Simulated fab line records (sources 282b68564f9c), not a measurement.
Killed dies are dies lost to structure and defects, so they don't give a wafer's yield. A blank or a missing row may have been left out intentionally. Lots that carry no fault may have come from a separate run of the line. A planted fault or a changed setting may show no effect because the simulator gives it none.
Split-lot trial / flow rit_cmos / 19 wafers read from 5 lots, route of 202 steps

ABOUT THE SPLIT
At RIT_M1_COAT_04 (resist thk 1300 nm), the setting spin_rpm was moved away from the recipe's 2000 rpm on 8 of the 19 wafers read, by -6.7% to +3.5%. All remaining wafers had this setting at the recipe value.

FROM THE SPLIT TO THE READING: what the file shows between them, 3 steps
- RIT_M1_DEVELOP_08: develop time 68 s (also split here: develop_time_s)
- RIT_M1_CD_MEAS_09: target cd 2600 nm
- RIT_M1_HARDBAKE_11: time 120 s

THE READING
NOVOLAK_of_M1_COAT_04.thk_nm (the simulator's own value, which no gauge read), in nm, at RIT_M1_METAL_ETCH_12 (etches Al in Cl2/BCl3, stops on SiO2, time 165 s, target depth 600 nm). The file does not state a usual value for it. Here, 11 wafers ran the recipe; their average is 807.8 nm with a standard deviation of 8.7 nm.

wafer=L075.1; tool, chamber at the split=litho_track-04, 0; spin_rpm as run, rpm=2000; against the recipe=recipe; NOVOLAK_of_M1_COAT_04.thk_nm, nm=816.6; against lot-mates on the recipe=-
wafer=L075.3; tool, chamber at the split=litho_track-04, 0; spin_rpm as run, rpm=2000; against the recipe=recipe; NOVOLAK_of_M1_COAT_04.thk_nm, nm=792.9; against lot-mates on the recipe=-
wafer=L075.5; tool, chamber at the split=litho_track-04, 0; spin_rpm as run, rpm=2000; against the recipe=recipe; NOVOLAK_of_M1_COAT_04.thk_nm, nm=814.5; against lot-mates on the recipe=-
wafer=L076.2; tool, chamber at the split=litho_track-03, 0; spin_rpm as run, rpm=2070; against the recipe=+3.5%; NOVOLAK_of_M1_COAT_04.thk_nm, nm=789.9; against lot-mates on the recipe=-14.5
wafer=L076.3; tool, chamber at the split=litho_track-03, 0; spin_rpm as run, rpm=2000; against the recipe=recipe; NOVOLAK_of_M1_COAT_04.thk_nm, nm=812.3; against lot-mates on the recipe=-
wafer=L076.4; tool, chamber at the split=litho_track-03, 0; spin_rpm as run, rpm=2070; against the recipe=+3.5%; NOVOLAK_of_M1_COAT_04.thk_nm, nm=768.7; against lot-mates on the recipe=-35.7
wafer=L076.5; tool, chamber at the split=litho_track-03, 0; spin_rpm as run, rpm=2000; against the recipe=recipe; NOVOLAK_of_M1_COAT_04.thk_nm, nm=810.5; against lot-mates on the recipe=-
wafer=L076.6; tool, chamber at the split=litho_track-03, 0; spin_rpm as run, rpm=2000; against the recipe=recipe; NOVOLAK_of_M1_COAT_04.thk_nm, nm=790.3; against lot-mates on the recipe=-
wafer=L077.4; tool, chamber at the split=litho_track-03, 0; spin_rpm as run, rpm=1866; against the recipe=-6.7%; NOVOLAK_of_M1_COAT_04.thk_nm, nm=857.1; against lot-mates on the recipe=+44.6
wafer=L077.5; tool, chamber at the split=litho_track-03, 0; spin_rpm as run, rpm=2000; against the recipe=recipe; NOVOLAK_of_M1_COAT_04.thk_nm, nm=814; against lot-mates on the recipe=-
wafer=L077.6; tool, chamber at the split=litho_track-03, 0; spin_rpm as run, rpm=2000; against the recipe=recipe; NOVOLAK_of_M1_COAT_04.thk_nm, nm=811; against lot-mates on the recipe=-
wafer=L082.1; tool, chamber at the split=litho_track-03, 0; spin_rpm as run, rpm=2000; against the recipe=recipe; NOVOLAK_of_M1_COAT_04.thk_nm, nm=799.8; against lot-mates on the recipe=-
wafer=L082.2; tool, chamber at the split=litho_track-03, 0; spin_rpm as run, rpm=1918; against the recipe=-4.1%; NOVOLAK_of_M1_COAT_04.thk_nm, nm=836.8; against lot-mates on the recipe=+29.8
wafer=L082.4; tool, chamber at the split=litho_track-03, 0; spin_rpm as run, rpm=2000; against the recipe=recipe; NOVOLAK_of_M1_COAT_04.thk_nm, nm=814.1; against lot-mates on the recipe=-
wafer=L082.5; tool, chamber at the split=litho_track-03, 0; spin_rpm as run, rpm=1918; against the recipe=-4.1%; NOVOLAK_of_M1_COAT_04.thk_nm, nm=834.5; against lot-mates on the recipe=+27.5
wafer=L082.6; tool, chamber at the split=litho_track-03, 0; spin_rpm as run, rpm=1918; against the recipe=-4.1%; NOVOLAK_of_M1_COAT_04.thk_nm, nm=822.2; against lot-mates on the recipe=+15.2
wafer=L083.1; tool, chamber at the split=litho_track-01, 0; spin_rpm as run, rpm=2000; against the recipe=recipe; NOVOLAK_of_M1_COAT_04.thk_nm, nm=809.5; against lot-mates on the recipe=-
wafer=L083.2; tool, chamber at the split=litho_track-01, 0; spin_rpm as run, rpm=2051; against the recipe=+2.6%; NOVOLAK_of_M1_COAT_04.thk_nm, nm=788.7; against lot-mates on the recipe=-20.8
wafer=L083.3; tool, chamber at the split=litho_track-01, 0; spin_rpm as run, rpm=2051; against the recipe=+2.6%; NOVOLAK_of_M1_COAT_04.thk_nm, nm=792.1; against lot-mates on the recipe=-17.4

THE FIT
A straight line over all 19 wafers: NOVOLAK_of_M1_COAT_04.thk_nm changes by -6.88 nm for each +1% of spin_rpm; r = -0.91; the points scatter about the line by 8.7 nm.
The same after taking each lot's own level away (the mean of its wafers on the recipe; 19 wafers): -6.59 nm for each +1%; r = -0.91; scatter 8.2 nm.
The reading moves by 44 nm for the largest change in spin_rpm, on that fit.
The lots' own levels span 804.37 to 812.50 nm, that is 0.9 times the standard deviation above.
So the lot-to-lot level changes the slope little: the two slopes agree.
Check: +42.6 nm against its lot-mates is what the line predicts for one of the wafers moved furthest among these (-6.7%) when that wafer is left out of the fit. Against them it came out at +44.6 nm.

ADDITIONAL SPLITS CARRIED BY THESE WAFERS
Note: prior to the reading, these wafers also went through further splits. Each is held against what the fit with the lots' levels taken away leaves over:
other split on the same wafers=RIT_PLDD_COAT_01 spin_rpm; wafers away from the commonest value=7; r with NOVOLAK_of_M1_COAT_04.thk_nm (lot level and that fit taken away)=-0.13
other split on the same wafers=RIT_SILICIDE_SPUTTER_01 power_w; wafers away from the commonest value=4; r with NOVOLAK_of_M1_COAT_04.thk_nm (lot level and that fit taken away)=-0.07
other split on the same wafers=RIT_CONTACT_EXPOSE_05 dose_mj; wafers away from the commonest value=8; r with NOVOLAK_of_M1_COAT_04.thk_nm (lot level and that fit taken away)=-0.11
other split on the same wafers=RIT_M1_SPUTTER_00 time_s; wafers away from the commonest value=0; r with NOVOLAK_of_M1_COAT_04.thk_nm (lot level and that fit taken away)=-
other split on the same wafers=RIT_M1_DEVELOP_08 develop_time_s; wafers away from the commonest value=6; r with NOVOLAK_of_M1_COAT_04.thk_nm (lot level and that fit taken away)=-0.01

THE WHOLE CHAIN: every reading that the file lists as answering this split, in the file's order
step=RIT_M1_COAT_04; what it does=resist thk 1300 nm; reading=NOVOLAK_of_M1_COAT_04.thk_nm (the simulator's own value, which no gauge read); change (the file's fit)=-7.17 nm for each +1% of the setting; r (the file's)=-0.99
step=RIT_M1_HARDBAKE_11; what it does=time 120 s; reading=NOVOLAK_of_M1_COAT_04.thk_nm (the simulator's own value, which no gauge read); change (the file's fit)=-6.17 nm for each +1% of the setting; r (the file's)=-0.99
step=RIT_M1_METAL_ETCH_12; what it does=etches Al in Cl2/BCl3, stops on SiO2, time 165 s, target depth 600 nm; reading=NOVOLAK_of_M1_COAT_04.thk_nm (the simulator's own value, which no gauge read); change (the file's fit)=-6.61 nm for each +1% of the setting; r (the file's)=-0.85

THE FILE'S OWN FIT
NOVOLAK_of_M1_COAT_04.thk_nm changes by -6.61 nm for each +1% of spin_rpm, r = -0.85.
